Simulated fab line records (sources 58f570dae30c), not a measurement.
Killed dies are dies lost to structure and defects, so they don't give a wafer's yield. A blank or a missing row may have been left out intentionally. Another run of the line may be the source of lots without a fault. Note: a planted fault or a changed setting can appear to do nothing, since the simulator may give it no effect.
Which tool did it? ; flow berkeley-cmos170 ; 42 wafers sampled from 14 lots at 1 step of a route of 331

WHAT EACH GAUGE READ, for each wafer
UCB170_M1_OVL_MEAS_10. Usual: M1_OVL gives 0 nm (standard deviation 4.8).
lot;measured;on;M1_OVL (nm);flag
L769;day 7 02:09;overlay-01;-5 -6 1;
L770;day 7 03:26;overlay-02;-4 -2 2;
L772;day 7 13:06;overlay-02;0 -4 2;
L771;day 7 13:22;overlay-01;2 4 1;
L773;day 7 13:39;overlay-02;-1 -4 -8;
L774;day 8 01:49;overlay-01;10 1 4;
L775;day 8 11:52;overlay-01;-2 -2 -4;
L776;day 8 16:17;overlay-01;2 -11 0;
L783;day 9 22:30;overlay-02;8 0 0;
L784;day 10 12:06;overlay-01;4 1 -7;
L785;day 10 17:44;overlay-02;5 5 -2;
L786;day 10 23:15;overlay-01;1 4 4;
L788;day 11 01:01;overlay-02;4 0 1;
L791;day 12 04:01;overlay-01;-1 1 1;

WHAT TOOL EACH LOT RAN ON (gives the tool, then ch and the chambers of the sampled wafers, and finally the start)
No process step before these readings appears in the record.

AS READ BY THE TOOLS THEMSELVES (means over the sampled wafers that have a number; for cases with no such wafer, the mark the record gives instead)
The record holds no such reading with a usual standard deviation.

THE ANSWER, worked out from the rows above alone
Rule: take the mean of a lot's wafers that have a number; if it is more than 3 standard deviations from the usual mean, the lot is off. A lot without any number at a reading at which 4 lots or more have one is off too. Any other lot the step has rows for is counted as sound. After the gauges, taken in route order, come the tools' own readings; for these a lot's mean is taken, as printed above. The first step at which some lot is off is used, and at that step the reading that is off furthest; a lot without a number counts as furthest.
Nothing can be told from this: no lot is off at any reading shown.

WHAT HAD BEEN PUT IN BY THE SIMULATOR
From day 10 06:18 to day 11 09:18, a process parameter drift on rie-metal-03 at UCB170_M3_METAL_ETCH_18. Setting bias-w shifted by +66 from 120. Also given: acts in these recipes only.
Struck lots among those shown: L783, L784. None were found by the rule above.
